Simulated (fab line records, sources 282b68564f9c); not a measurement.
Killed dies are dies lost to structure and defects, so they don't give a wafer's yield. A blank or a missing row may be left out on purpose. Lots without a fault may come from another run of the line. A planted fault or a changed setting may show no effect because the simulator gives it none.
fab line records | flow rit_cmos
record lots=6 wafers=18 last_day=7
route steps=202 shown ACTIVE@2 M1@202
lots that met no fault: from a run of the same line without faults
start_h: hours from the record's first day to the start of the lot's first wafer shown | wait_h: hours since the lot's step before | " the same as in the row above | L1.1+2: a row that stands for several wafers | - no value, or no start given | * or withheld: withheld | < > ~ a bound
route shown NAME@n: a module of which the file shows steps, and the number in the route of the first | usual: mean/standard deviation of fault-free wafers | same: alike in all rows | chamber/n: place in a boat | sites: the reading at each site | _std_site: their standard deviation | _edge_site: outer sites' mean less inner sites' | radius_mm: how far each site lies from the wafer's centre | mask NAME#n: copy n | behind: the tool/chamber that last shaped the wafer | hold: why the lot was held/for how many hours/how that ended | device: the transistor (n, p or np) that didn't switch | end of line: the same wafers' tests at the end of the route | a step without rows: its recipe alone | killed: dies lost to structure and defects at the first sort, not the wafer's yield | map: a wafer's dies, x killed, . not, _ none there
set.NAME: the setting as run; set.NAME@STEP: as run at that earlier step | model.NAME: the simulator's own value behind a step, which no gauge read
lots at some steps of the route; a table a step, a row a wafer
services: from which hour (start_h, from the record's first day; less than 0 if before it) a tool's chamber was out of use, for how many hours, and why
## steps
# step RIT_ACTIVE_OXIDATION_01
# recipe temp_c=1000 ambient=O2 target_thk_a=468 ox_time_s=3360
# step RIT_ACTIVE_THK_MEAS_02
# recipe reads=SiO2_of_ACTIVE_OXIDATION_01
# usual ACTIVE_OXIDE_THK=46.6/0.95
# columns lot.wafer tool chamber start_h wait_h ACTIVE_OXIDE_THK[nm]
L152.2 film_metro-02 - 12.52 0.0 46.3
L152.3 " - " " 46.7
L152.6 " - " " 46.6
L162.1 film_metro-03 - 62.89 0.0 45.8
L162.2 " - " " 46.1
L162.3 " - " " 46.4
L163.3 film_metro-02 - 67.42 0.0 47.2
L163.4 " - " " 47.5
L163.6 " - " " 47.2
L167.1 film_metro-02 - 88.36 0.0 47.0
L167.2 " - " " 47.7
L167.6 " - " " 48.1
L174.1 film_metro-02 - 122.63 0.0 45.6
L174.2 " - " " 45.4
L174.3 " - " " 44.7
L175.1 film_metro-04 - 127.25 0.0 47.1
L175.3 " - " " 46.8
L175.5 " - " " 46.4
# step RIT_ACTIVE_CVD_03
# recipe material=Si3N4 target_thk_nm=150 temp_c=810 precursor=SiH2Cl2/NH3 time_s=1500 pressure_mtorr=300 sih2cl2_flow_sccm=60 nh3_flow_sccm=150
# step RIT_ACTIVE_THK_MEAS_04
# recipe reads=Si3N4_of_ACTIVE_CVD_03
# usual ACTIVE_NITRIDE_THK=149.8/1.4
# columns lot.wafer tool chamber start_h wait_h ACTIVE_NITRIDE_THK[nm]
L152.2 film_metro-04 - 14.00 0.0 148.7
L152.3 " - " " 150.1
L152.6 " - " " 149.9
L162.1 film_metro-03 - 64.36 0.0 148.4
L162.2 " - " " 148.2
L162.3 " - " " 148.0
L163.3 film_metro-03 - 70.15 0.1 148.5
L163.4 " - " " 148.5
L163.6 " - " " 149.8
L167.1 film_metro-04 - 89.83 0.0 149.3
L167.2 " - " " 151.0
L167.6 " - " " 149.9
L174.1 film_metro-03 - 124.10 0.0 150.4
L174.2 " - " " 149.4
L174.3 " - " " 149.1
L175.1 film_metro-03 - 128.72 0.0 149.1
L175.3 " - " " 148.1
L175.5 " - " " 148.6
# step RIT_ACTIVE_HMDS_05
# recipe prime_time_s=60 prime_temp_c=140
# step RIT_ACTIVE_COAT_06
# recipe resist=NOVOLAK spin_rpm=3250 resist_thk_nm=1000
# step RIT_ACTIVE_SOFTBAKE_07
# recipe resist=NOVOLAK temp_c=90 time_s=60
# step RIT_ACTIVE_EXPOSE_08
# recipe mask_id=M1 na=0.6 source_shape=conventional sigma_outer=0.6 target_cd_nm=1400 dose_mj=225
# step RIT_ACTIVE_PEB_09
# recipe resist=NOVOLAK temp_c=withheld time_s=withheld
# step RIT_ACTIVE_DEVELOP_10
# recipe resist=NOVOLAK develop_time_s=50 dev_temp_c=23
# step RIT_ACTIVE_CD_MEAS_11
# recipe target_cd_nm=1400
# usual cd_nm=1399.4/2
# columns lot.wafer tool chamber start_h wait_h cd_nm
L152.2 cd_sem-01 - 15.04 - 1401.4
L152.3 " - " " 1399.6
L152.6 " - " " 1398.6
L162.1 cd_sem-02 - 65.27 - 1397.1
L162.2 " - " " 1398.1
L162.3 " - " " 1395.5
L163.3 cd_sem-02 - 71.31 - 1400.5
L163.4 " - " " 1402.9
L163.6 " - " " 1402.5
L167.1 cd_sem-02 - 90.74 - 1402.1
L167.2 " - " " 1398.7
L167.6 " - " " 1396.7
L174.1 cd_sem-01 - 125.25 - 1400.4
L174.2 " - " " 1401.4
L174.3 " - " " 1400.3
L175.1 cd_sem-01 - 129.63 - 1398.3
L175.3 " - " " 1399.2
L175.5 " - " " 1399.5
# step RIT_ACTIVE_HARDBAKE_12
# recipe resist=NOVOLAK temp_c=140 time_s=60
# step RIT_ACTIVE_ETCH_13
# recipe stop_on=SiO2 chemistry=SF6 target=Si3N4 time_s=210 over_etch_frac=0.4 SF6_flow_sccm=200 pressure_mtorr=260 rf_w=125 target_depth_a=2100
# usual SF6_flow_sccm=200.1/0.59 chamber_pressure_mTorr=259.98/0.23 drypump_motor_current_A=5.6/0.46 oes_product_au=0.817/0.011 throttle_valve_pct=7.52/0.1
# columns lot.wafer tool chamber start_h wait_h SF6_flow_sccm chamber_pressure_mTorr drypump_motor_current_A oes_product_au rf_hours_counter_h throttle_valve_pct model.NOVOLAK_of_ACTIVE_COAT_06.thk_nm
L152.2 rie_diel-01 1 15.29 0.1 200.1 259.96 6.0 0.833 170 7.55 649.4
L152.3 " 0 " " 200.5 260.01 5.6 0.811 6 7.59 649.3
L152.6 " 1 " " 199.8 260.22 6.0 0.842 - 7.55 652.4
L162.1 rie_diel-02 1 65.54 0.1 - - - - - - 878.8
L162.2 " 2 " " - - - - - - 881.5
L162.3 " 0 " " - - - - - - 881.1
L163.3 rie_diel-01 0 71.54 0.1 - - - - - - 881.5
L163.4 " 3 " " - - - - - - 880
L163.6 " 1 " " - - - - - - 881
L167.1 rie_diel-02 2 91.01 0.1 200.4 259.93 5.9 0.816 64 7.60 649.6
L167.2 " 0 " " 201.0 259.88 5.1 0.813 92 7.41 657.6
L167.6 " 0 " " 200.3 260.18 5.1 0.809 - 7.41 657.6
L174.1 rie_diel-01 1 125.52 0.1 200.5 260.01 5.9 0.832 1 7.55 644.3
L174.2 " 2 " " 200.9 259.78 5.0 0.819 8 7.48 650.2
L174.3 " 0 " " 200.6 260.14 5.5 0.804 8 7.56 647.5
L175.1 rie_diel-03 2 129.90 0.1 200.6 259.64 5.7 0.815 91 7.37 654.5
L175.3 " 0 " " 199.9 260.14 5.7 0.833 50 7.55 647.5
L175.5 " 1 " " 200.0 260.00 6.0 0.810 - 7.29 652.6
# step RIT_ACTIVE_STRIP_14
# recipe chemistry=O2 time_s=180 resist=NOVOLAK platen_temp_c=withheld power_w=500 pressure_mtorr=4000 o2_flow_sccm=4000
# usual drypump_motor_current_A=5.8/0.37
# columns lot.wafer tool chamber start_h wait_h drypump_motor_current_A rf_hours_counter_h
L152.2 plasma_asher-04 0 15.43 0.1 6.5 37
L152.3 " 0 " " 6.5 -
L152.6 " 0 " " 6.5 -
L162.1 plasma_asher-03 0 65.68 0.1 5.6 43
L162.2 " 1 " " 5.6 43
L162.3 " 0 " " 5.6 -
L163.3 plasma_asher-04 0 71.73 0.1 6.5 -
L163.4 " 1 " " 6.1 -
L163.6 " 1 " " 6.1 -
L167.1 plasma_asher-03 0 91.15 0.1 5.7 45
L167.2 " 1 " " 5.6 45
L167.6 " 1 " " 5.6 -
L174.1 plasma_asher-02 0 125.66 0.1 5.5 48
L174.2 " 1 " " 5.5 48
L174.3 " 1 " " 5.5 -
L175.1 plasma_asher-03 0 130.04 0.1 5.6 1
L175.3 " 0 " " 5.7 -
L175.5 " 1 " " 5.5 -
# step RIT_ACTIVE_CD_MEAS_90
# recipe target_cd_nm=1400
# usual cd_nm=1399.5/2
# columns lot.wafer tool chamber start_h wait_h cd_nm
L152.2 cd_sem-01 - 15.62 0.1 1401.6
L152.3 " - " " 1399.5
L152.6 " - " " 1398.7
L162.1 cd_sem-02 - 65.85 0.1 -
L162.2 " - " " -
L162.3 " - " " -
L163.3 cd_sem-01 - 71.89 0.1 -
L163.4 " - " " -
L163.6 " - " " -
L167.1 cd_sem-02 - 91.32 0.1 1402.2
L167.2 " - " " 1399.0
L167.6 " - " " 1396.6
L174.1 cd_sem-01 - 125.83 0.1 1400.2
L174.2 " - " " 1401.6
L174.3 " - " " 1400.4
L175.1 cd_sem-01 - 130.21 0.1 1398.1
L175.3 " - " " 1399.3
L175.5 " - " " 1399.1
# step RIT_ACTIVE_CLEAN_15
# recipe chemistry=SC1 mix=3:3:50 time_s=600 temp_c=75
# step RIT_M1_PROBE_99
# usual killed_at_front_end=6.7/2.7 killed_dies=6.7/2.7 killed_on_rim=1.8/1.2 killed_open=3.2/1.8 killed_short=3.5/1.9
# same gross_dies=264 killed_at_M0_to_M3=0 killed_at_M4_up=0 killed_at_back_side=0 killed_at_contacts=0 killed_at_other=0
# columns lot.wafer tool chamber start_h wait_h killed_at_front_end killed_dies killed_on_rim killed_open killed_short
L152.2 prober-01 - 63.95 0.1 3 3 2 1 2
L152.3 prober-01 - 64.00 0.2 6 6 1 4 2
L152.6 prober-01 - 64.15 0.2 6 6 1 3 3
L162.1 prober-02 - 112.75 0.1 264 264 70 2 3
L162.2 prober-02 - 112.80 0.1 264 264 70 3 4
L162.3 prober-02 - 112.85 0.2 264 264 70 3 4
L163.3 prober-01 - 120.36 0.2 264 264 70 2 6
L163.4 prober-01 - 120.41 0.2 264 264 70 3 2
L163.6 prober-01 - 120.51 0.2 264 264 70 1 5
L167.1 prober-01 - 137.57 0.1 9 9 2 5 4
L167.2 prober-01 - 137.62 0.1 7 7 2 5 2
L167.6 prober-01 - 137.82 0.2 8 8 1 6 2
L174.1 prober-02 - 171.07 0.1 3 3 1 1 2
L174.2 prober-02 - 171.12 0.1 3 3 0 2 1
L174.3 prober-02 - 171.17 0.2 5 5 2 2 3
L175.1 prober-01 - 179.22 0.1 11 11 2 5 6
L175.3 prober-01 - 179.32 0.2 8 8 2 5 2
L175.5 prober-01 - 179.42 0.2 7 7 1 3 4
# killed by level:class
L152.2 GATE:geometric_particle:short=2 GATE:geometric_particle:open=1
L152.3 FOX2:geometric_particle:open=2 GATE:geometric_particle:open=1 REOX:geometric_particle:open=1 SPACER:geometric_particle:short=1 SILICIDE:geometric_particle:short=1
L152.6 GATE:geometric_particle:short=2 GATE:geometric_particle:open=1 REOX:geometric_particle:open=1 SPACER:geometric_particle:open=1 SILICIDE:geometric_particle:short=1
L162.1 ACTIVE:area_etch=259 GATE:geometric_particle:open=1 GATE:geometric_particle:short=1 REOX:geometric_particle:short=1 SILICIDE:geometric_particle:short=1 SILICIDE:geometric_particle:open=1
L162.2 ACTIVE:area_etch=257 GATE:geometric_particle:short=4 GATE:geometric_particle:open=1 SPACER:geometric_particle:open=1 SILICIDE:geometric_particle:open=1
L162.3 ACTIVE:area_etch=257 FOX2:geometric_particle:short=2 SILICIDE:geometric_particle:short=2 FOX2:geometric_particle:open=1 GATE:geometric_particle:open=1 SILICIDE:geometric_particle:open=1
L163.3 ACTIVE:area_etch=255 FOX1:geometric_particle:open=2 GATE:geometric_particle:short=2 REOX:geometric_particle:short=2 FOX1:geometric_particle:short=1 SPACER:geometric_particle:short=1 NSD:coat_microbubble_printed=1
L163.4 ACTIVE:area_etch=259 REOX:geometric_particle:open=2 FOX2:geometric_particle:short=1 SPACER:geometric_particle:short=1 SILICIDE:geometric_particle:open=1
L163.6 ACTIVE:area_etch=257 FOX1:geometric_particle:short=1 FOX1:geometric_particle:open=1 FOX2:geometric_particle:short=1 GATE:geometric_particle:short=1 SPACER:geometric_particle:short=1 SILICIDE:geometric_particle:short=1 NSD:coat_microbubble_printed=1
L167.1 GATE:geometric_particle:open=2 FOX1:geometric_particle:open=1 FOX1:geometric_particle:short=1 FOX2:geometric_particle:short=1 GATE:geometric_particle:short=1 SPACER:geometric_particle:open=1 SILICIDE:geometric_particle:open=1 SILICIDE:geometric_particle:short=1
L167.2 SPACER:geometric_particle:open=3 GATE:geometric_particle:short=1 GATE:geometric_particle:open=1 REOX:geometric_particle:open=1 SILICIDE:geometric_particle:short=1
L167.6 SPACER:geometric_particle:open=2 SILICIDE:geometric_particle:short=2 FOX1:geometric_particle:open=1 FOX2:geometric_particle:open=1 GATE:geometric_particle:open=1 REOX:geometric_particle:open=1
L174.1 GATE:geometric_particle:open=1 SPACER:geometric_particle:short=1 SILICIDE:geometric_particle:short=1
L174.2 FOX2:geometric_particle:short=1 GATE:geometric_particle:open=1 SPACER:geometric_particle:open=1
L174.3 SPACER:geometric_particle:short=2 SILICIDE:geometric_particle:open=2 SILICIDE:geometric_particle:short=1
L175.1 GATE:geometric_particle:open=3 REOX:geometric_particle:short=3 SPACER:geometric_particle:short=2 GATE:geometric_particle:short=1 REOX:geometric_particle:open=1 SILICIDE:geometric_particle:open=1
L175.3 SPACER:geometric_particle:open=2 FOX2:geometric_particle:open=1 GATE:geometric_particle:open=1 GATE:geometric_particle:short=1 REOX:geometric_particle:open=1 SPACER:geometric_particle:short=1 NSD:coat_microbubble_printed=1
L175.5 SPACER:geometric_particle:short=2 GATE:geometric_particle:short=1 FOX2:geometric_particle:short=1 GATE:geometric_particle:open=1 SPACER:geometric_particle:open=1 SILICIDE:geometric_particle:open=1
# map L162.1 (x killed, . not)
________xxxxxxx_______
_____xxxxxxxxxxxxx____
____xxxxxxxxxxxxxxx___
___xxxxxxxxxxxxxxxxx__
__xxxxxxxxxxxxxxxxxxx_
__xxxxxxxxxxxxxxxxxxx_
_xxxxxxxxxxxxxxxxxxxxx
_xxxxxxxxxxxxxxxxxxxxx
_xxxxxxxxxxxxxxxxxxxxx
_xxxxxxxxxxxxxxxxxxxxx
__xxxxxxxxxxxxxxxxxxx_
__xxxxxxxxxxxxxxxxxxx_
___xxxxxxxxxxxxxxxxx__
____xxxxxxxxxxxxxxx___
_____xxxxxxxxxxxxx____
________xxxxxxx_______
# map L163.3 (x killed, . not)
________xxxxxxx_______
_____xxxxxxxxxxxxx____
____xxxxxxxxxxxxxxx___
___xxxxxxxxxxxxxxxxx__
__xxxxxxxxxxxxxxxxxxx_
__xxxxxxxxxxxxxxxxxxx_
_xxxxxxxxxxxxxxxxxxxxx
_xxxxxxxxxxxxxxxxxxxxx
_xxxxxxxxxxxxxxxxxxxxx
_xxxxxxxxxxxxxxxxxxxxx
__xxxxxxxxxxxxxxxxxxx_
__xxxxxxxxxxxxxxxxxxx_
___xxxxxxxxxxxxxxxxx__
____xxxxxxxxxxxxxxx___
_____xxxxxxxxxxxxx____
________xxxxxxx_______
## services
# columns tool chamber start_h hours kind
plasma_asher-02 - -0.57 15.6 pm
rie_diel-02 - 12.49 0.5 repair
rie_diel-01 3 21.91 6.7 repair
rie_diel-01 2 28.70 2.9 repair
rie_diel-01 1 44.55 - clean
rie_diel-01 1 44.55 21.6 scheduled_down
rie_diel-01 1 44.55 21.6 vent_cycle
rie_diel-03 0 71.79 4.9 repair
rie_diel-01 - 80.61 2.8 pm
rie_diel-01 0 95.68 8.3 repair
plasma_asher-03 - 108.84 9.0 pm
plasma_asher-03 0 108.84 9.0 vent_cycle
plasma_asher-03 1 108.84 9.0 vent_cycle
plasma_asher-03 0 117.84 - clean
plasma_asher-03 1 117.84 - clean
rie_diel-01 3 120.95 7.5 repair
rie_diel-03 1 123.37 3.4 repair
## key
first_sign step=RIT_ACTIVE_ETCH_13 reading=tool_record direction=missing
effect step=RIT_ACTIVE_CD_MEAS_90 reading=cd_nm direction=missing
effect step=RIT_M1_PROBE_99 reading=killed_at_front_end direction=up sigmas=96 usual=6.7 struck=264
model_effect step=RIT_ACTIVE_ETCH_13 value=NOVOLAK_of_ACTIVE_COAT_06.thk_nm without=650.4 struck=880.6
more_kills_born_at RIT_ACTIVE_ETCH_13@rie_diel-02=773 RIT_ACTIVE_ETCH_13@rie_diel-01=771
met_at RIT_ACTIVE_ETCH_13
struck_wafers L162.1,L162.2,L162.3,L163.3,L163.4,L163.6
later_rows_left_out L162.1,L162.2,L162.3,L163.3,L163.4,L163.6
tester_left_out L162,L163
onset_between 15.29 65.54
fault kind=skipped_step_whole tool=rie_diel-01,rie_diel-02 chamber=- onset_h=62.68 steps=RIT_ACTIVE_ETCH_13 scope=struck_lots_only
# tester_left_out: of these lots the tester's yield and bins aren't shown, on N5 and GAA mostly nor the transistor test; their killed dies are dies lost to structure and defects alone, not to doping, threshold or leakage, so they don't give the yield
# later_rows_left_out: the simulator's readings of these wafers behind a module that went badly wrong aren't trusted and aren't shown, but for the sort
